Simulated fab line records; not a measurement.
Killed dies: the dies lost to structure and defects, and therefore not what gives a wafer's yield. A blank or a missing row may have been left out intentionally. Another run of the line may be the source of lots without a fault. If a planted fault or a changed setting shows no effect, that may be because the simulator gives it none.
Which tool was responsible? ; flow rit_cmos ; 39 wafers from 13 lots sampled at 4 of the route's 202 steps

## WHAT THE GAUGES SHOWED, per wafer
RIT_NLDD_OVL_MEAS_06.
lot;measured;on;NLDD_OVL (nm)
L476;day 3 13:41;overlay-01;-0.1 1.3 1.3
L477;day 3 16:39;overlay-02;-1.0 0.8 0.0
L478;day 4 01:08;overlay-02;-2.3 2.0 -0.5
L482;day 4 19:41;overlay-01;1.7 1.9 0.7
L483;day 5 01:53;overlay-01;-2.3 -2.0 -1.5
L484;day 5 09:28;overlay-01;0.2 -1.0 0.7
L485;day 5 09:21;overlay-02;4.3 2.7 4.8
L487;day 5 22:42;overlay-01;0.8 2.3 1.5
L492;day 6 21:34;overlay-01;-2.5 -1.4 0.1
L493;day 7 02:55;overlay-01;0.4 1.0 1.0
L494;day 7 06:56;overlay-02;2.0 0.4 2.5
L495;day 7 10:00;overlay-01;3.7 3.8 3.1
L496;day 7 17:59;overlay-02;0.2 -0.2 -0.5

RIT_SPACER_THK_MEAS_04.
lot;measured;on;SPACER_NITRIDE_THK (nm)
L476;day 3 18:05;film_metro-01;249.2 250.3 249.2
L477;day 3 21:23;film_metro-04;248.1 248.3 247.2
L478;day 4 06:05;film_metro-01;250.3 249.6 251.8
L482;day 4 23:58;film_metro-01;243.8 242.5 243.5
L483;day 5 06:11;film_metro-01;254.7 253.5 256.8
L484;day 5 14:47;film_metro-02;246.2 247.9 245.8
L485;day 5 13:38;film_metro-01;251.3 249.9 251.5
L487;day 6 04:17;film_metro-01;255.6 254.3 253.5
L492;day 7 01:59;film_metro-04;250.3 250.3 250.3
L493;day 7 07:31;film_metro-04;252.8 251.5 253.9
L494;day 7 11:12;film_metro-04;249.9 248.1 248.9
L495;day 7 14:26;film_metro-01;248.3 248.8 248.9
L496;day 7 22:23;film_metro-01;253.6 250.7 250.6

## WHAT TOOL EACH LOT RAN ON (gives the tool, then ch and the chambers of the sampled wafers, and finally the start)
lot;RIT_NWELL_STRIP_09;RIT_PWELL_EXPOSE_03
L476;plasma_asher-03 ch 0,1, day 2 14:31;iline_stepper-01 ch 0, day 2 15:12
L477;plasma_asher-03 ch 0,1, day 2 18:32;iline_stepper-01 ch 0, day 2 19:13
L478;plasma_asher-01 ch 0, day 2 22:04;iline_stepper-02 ch 0, day 2 22:54
L482;plasma_asher-01 ch 0, day 3 20:47;iline_stepper-01 ch 0, day 3 21:29
L483;plasma_asher-01 ch 0,1, day 4 00:59;iline_stepper-01 ch 0, day 4 01:40
L484;plasma_asher-03 ch 0,1, day 4 08:41;iline_stepper-02 ch 0, day 4 09:28
L485;plasma_asher-03 ch 0,1, day 4 11:28;iline_stepper-02 ch 0, day 4 12:10
L487;plasma_asher-01 ch 0,1, day 4 21:15;iline_stepper-02 ch 0, day 4 21:57
L492;plasma_asher-03 ch 0,1, day 5 23:07;iline_stepper-02 ch 0, day 5 23:50
L493;plasma_asher-01 ch 0,1, day 6 03:54;iline_stepper-02 ch 0, day 6 04:35
L494;plasma_asher-01 ch 0,1, day 6 08:45;iline_stepper-01 ch 0, day 6 09:37
L495;plasma_asher-03 ch 0,1, day 6 11:50;iline_stepper-02 ch 0, day 6 12:41
L496;plasma_asher-01 ch 0,1, day 6 18:05;iline_stepper-01 ch 0, day 6 18:53
- RIT_NWELL_STRIP_09: strips in O2, time 180 s.
- RIT_PWELL_EXPOSE_03: exposes mask M3, target cd 43700 nm.

## AS READ BY THE TOOLS THEMSELVES (means over the sampled wafers that have a number; for cases with no such wafer, the mark the record gives instead)
RIT_NWELL_STRIP_09.
lot;tool;drypump_motor_current_A (A);rf_refl_power_W (W)
L476;plasma_asher-03;6.1;7.0
L477;plasma_asher-03;6.0;5.6
L478;plasma_asher-01;4.9;5.9
L482;plasma_asher-01;4.9;5.7
L483;plasma_asher-01;4.9;6.8
L484;plasma_asher-03;6.2;6.6
L485;plasma_asher-03;6.2;6.5
L487;plasma_asher-01;5.0;8.1
L492;plasma_asher-03;6.1;6.7
L493;plasma_asher-01;5.0;6.9
L494;plasma_asher-01;4.9;7.1
L495;plasma_asher-03;6.0;5.9
L496;plasma_asher-01;4.9;6.8

RIT_PWELL_EXPOSE_03.
lot;tool;focus_offset_nm (nm)
L476;iline_stepper-01;0.1
L477;iline_stepper-01;-0.0
L478;iline_stepper-02;0.6
L482;iline_stepper-01;-0.3
L483;iline_stepper-01;0.4
L484;iline_stepper-02;0.5
L485;iline_stepper-02;0.3
L487;iline_stepper-02;0.0
L492;iline_stepper-02;0.1
L493;iline_stepper-02;-0.0
L494;iline_stepper-01;0.2
L495;iline_stepper-02;-0.3
L496;iline_stepper-01;-0.1

## THE ANSWER, worked out from the rows above alone
Rule: usual is defined by the lots themselves. The widest of any qualifying gaps counts: lots, ordered by their means at a reading, are off when they make up no more than a third of the lots, leave a main group of 4 or more, and stand apart from it by 3 or more times the standard deviation of that group's means. If all means in a main group match to the digits the tables above print for the reading, that group is not used. A lot without any number at a reading at which 4 lots or more have one is off too. Any other lot the step has rows for is counted as sound. The gauges are gone through in route order, then the tools' own readings, and for those a lot's mean is taken as printed above. At the first step where some lot is off, the reading lying furthest off is the one used; lots without a number count as furthest.
Nothing can be told from this: no lot is off at any reading shown.

## WHAT WAS PUT IN BY THE SIMULATOR
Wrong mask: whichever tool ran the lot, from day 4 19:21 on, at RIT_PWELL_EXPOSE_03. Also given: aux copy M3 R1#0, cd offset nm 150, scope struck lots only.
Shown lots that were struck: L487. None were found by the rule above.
